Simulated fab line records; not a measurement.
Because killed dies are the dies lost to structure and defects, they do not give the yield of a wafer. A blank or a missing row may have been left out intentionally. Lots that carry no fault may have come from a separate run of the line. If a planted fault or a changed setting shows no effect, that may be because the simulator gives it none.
Which tool was responsible? / flow berkeley-cmos170 / at 1 step of a route of 331, 7 lots with 21 wafers sampled

WHAT THE GAUGES READ, wafer by wafer
UCB170_NWELL_OVL_MEAS_12.
lot=L963; measured=day 3 13:20; on=overlay-01; NWELL_OVL (nm)=-12 -3 8
lot=L965; measured=day 3 22:52; on=overlay-01; NWELL_OVL (nm)=3 8 5
lot=L970; measured=day 4 09:44; on=overlay-02; NWELL_OVL (nm)=-6 -7 1
lot=L973; measured=day 4 23:35; on=overlay-02; NWELL_OVL (nm)=-4 -12 -2
lot=L980; measured=day 6 10:02; on=overlay-01; NWELL_OVL (nm)=5 -3 -2
lot=L982; measured=day 6 16:34; on=overlay-01; NWELL_OVL (nm)=0 0 1
lot=L984; measured=day 7 03:45; on=overlay-02; NWELL_OVL (nm)=-2 3 4

TOOL THAT RAN EACH LOT (tool first, then ch and the chambers of the sampled wafers, then the start)
No process step before these readings appears in the record.

THE ANSWER, worked out from the rows above alone
Rule: the usual values come from the lots themselves. The widest of any qualifying gaps counts: lots, ordered by their means at a reading, are off when they make up no more than a third of the lots, leave a main group of 4 or more, and stand apart from it by 3 or more times the standard deviation of that group's means. Not used: any main group whose means are identical at the precision the tables above print for the reading. A lot without any number at a reading at which 4 lots or more have one is off too. Any other lot the step has rows for is counted as sound.
No lot is off at any reading shown: from this, nothing can be told.

WHAT HAD BEEN PUT IN BY THE SIMULATOR
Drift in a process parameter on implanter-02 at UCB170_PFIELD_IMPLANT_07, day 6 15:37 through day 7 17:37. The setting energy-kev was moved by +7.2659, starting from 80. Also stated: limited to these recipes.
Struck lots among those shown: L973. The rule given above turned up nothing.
